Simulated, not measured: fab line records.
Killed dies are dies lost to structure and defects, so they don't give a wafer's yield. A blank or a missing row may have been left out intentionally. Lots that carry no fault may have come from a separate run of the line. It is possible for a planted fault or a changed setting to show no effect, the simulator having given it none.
8D (eight disciplines) problem report, filled in by code || flow berkeley-cmos170 || the parts of the form that need people (team, actions taken, sign-off) are left out

== 1. THE ISSUE ==
Mean of strip-time-to-endpoint-s at UCB170_NSD_STRIP_09: 35.44 s across 6 wafers in 2 lots; on wafers with no fault it is 35.82 s (standard deviation 0.064). That puts it -6.0 standard deviations away from the usual mean.
The step: strips in O2.
Earliest sighting: wafer L146.3 on plasma-asher-04 at day 7 21:25. At this step, 42 wafers from 14 lots have a number in the record. By rule, "out" or "out of limits" means more than 4 standard deviations away from the usual mean. The other wafers with a number count as sound.

== 2. WHAT IT IS, AND WHAT IT ISN'T ==
{"question": "which readings at this step", "is": "strip-time-to-endpoint-s", "is not": "drypump-motor-current-A, oes-product-au"}
{"question": "which lots", "is": "L146, L151", "is not": "L139, L140, L141, L142, L143, L147, L148, L153, L155, L156, L160, L161"}
{"question": "which wafers of those lots", "is": "all that have a number", "is not": "-"}
{"question": "read on which tools", "is": "plasma-asher-02, plasma-asher-04", "is not": "plasma-asher-01"}
{"question": "when", "is": "from day 7 21:25", "is not": "up to then (18 sound wafers); but 18 sound wafers of L143, L153, L155, L156, L160, L161 came after"}

== 3. WHAT RULES OUT EACH SUSPECT ==
Counting: any tool at a process step up to the reading is kept as a suspect provided that every lot that is out went through it and no sound lot did after the first of them.
- litho-track-03 at UCB170_NSD_COAT_01 (resist thk 900 nm): kept. It ran every lot that is out, first L146 (day 7 19:48), and no sound lot after that; its last sound lot up to then is L142 (day 7 01:54).
Remaining after the count: litho-track-03 at UCB170_NSD_COAT_01.

== 4. THE CAUSE (what the simulator had put in) ==
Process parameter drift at UCB170_NSD_COAT_01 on litho-track-03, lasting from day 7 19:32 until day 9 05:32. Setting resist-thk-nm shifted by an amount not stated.
Only this tool survived the counting.

== 5. SEQUENCE OF EFFECTS, ordered by route ==
One row per reading whose mean, taken over the struck wafers that have a number, lies over 3 standard deviations from the usual. Readings are gone through only where the record gives a usual standard deviation; hours: the median, over the lots, of the time from a lot's start at the first step in this table giving one to that lot's start at this step; sigmas: the change measured in usual standard deviations.
{"hours": 0, "step": "UCB170_NSD_STRIP_09", "reading": "strip-time-to-endpoint-s", "usual": "35.82 s", "on struck wafers": 35.44, "change": -0.38, "sigmas": -6.0}
Its process steps:
- UCB170_NSD_STRIP_09: strips in O2.

== 6. WHAT WOULD HAVE CAUGHT IT SOONER ==
In this record no reading fell out of limits until day 7 21:25, 2 hours after the fault had begun at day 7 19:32.
Of the lots that are out (2), L151 began UCB170_NSD_COAT_01 on litho-track-03 after day 7 21:25. It would have been spared by a hold on the tool at that moment.
